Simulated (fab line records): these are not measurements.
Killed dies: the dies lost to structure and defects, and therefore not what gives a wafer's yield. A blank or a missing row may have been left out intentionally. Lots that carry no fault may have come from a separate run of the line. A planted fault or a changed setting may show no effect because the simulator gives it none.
Which tool was responsible?	flow berkeleyCmos170	7 lots with 21 wafers sampled at 2 steps, on a route of 331 steps

WHAT EACH GAUGE READ, for each wafer
UCB170_V2_THK_MEAS_01.
lot	measured	on	V2_TEOS_THK (nm)
L633	day 7 17:17	filmMetro-04	1988 1996 2037
L636	day 8 09:24	filmMetro-02	1995 2009 2051
L639	day 8 21:20	filmMetro-04	1981 1963 2009
L642	day 9 20:55	filmMetro-04	1961 1975 1968
L644	day 10 06:04	filmMetro-01	3944 3954 4000
L653	day 12 11:03	filmMetro-01	2019 2039 2024
L651	day 12 12:04	filmMetro-01	3976 3991 4029

WHICH TOOL RAN EACH LOT (tool, then ch and the chambers of the sampled wafers, then the start)
lot	UCB170_V2_CVD_00
L633	pecvd-02 ch 0,1, day 7 17:04
L636	pecvd-03 ch 0,1,2, day 8 09:14
L639	pecvd-02 ch 1,2, day 8 21:10
L642	pecvd-04 ch 1,2, day 9 20:45
L644	pecvd-02 ch 0,1,2, day 10 05:35
L653	pecvd-04 ch 0,1,2, day 12 10:56
L651	pecvd-04 ch 0,2, day 12 11:35
- UCB170_V2_CVD_00: deposits SiO2 from TEOS/O2, target thk 2000 nm, time 250 s.

THE ANSWER, worked out from the rows above alone
Rule: what is usual is taken from the lots themselves. The widest of any qualifying gaps counts: lots, ordered by their means at a reading, are off when they make up no more than a third of the lots, leave a main group of 4 or more, and stand apart from it by 3 or more times the standard deviation of that group's means. A main group whose means are all the same, to the digits that the tables above print for the reading, isn't used. Also off: a lot with no number at a reading for which 4 or more lots have one. The other lots that the step has rows for count as sound.
Off: at UCB170_V2_THK_MEAS_01 (V2_TEOS_THK), L644, L651. The main group has a mean of 2001 nm with a standard deviation of 22.
A tool fits if, at a process step before that reading, it ran every lot that is off, and no sound lot after the first of them. Gauges at UCB170_V2_THK_MEAS_01: tried the same way as those tools. Of those tried, none fits.

WHAT HAD BEEN PUT IN BY THE SIMULATOR
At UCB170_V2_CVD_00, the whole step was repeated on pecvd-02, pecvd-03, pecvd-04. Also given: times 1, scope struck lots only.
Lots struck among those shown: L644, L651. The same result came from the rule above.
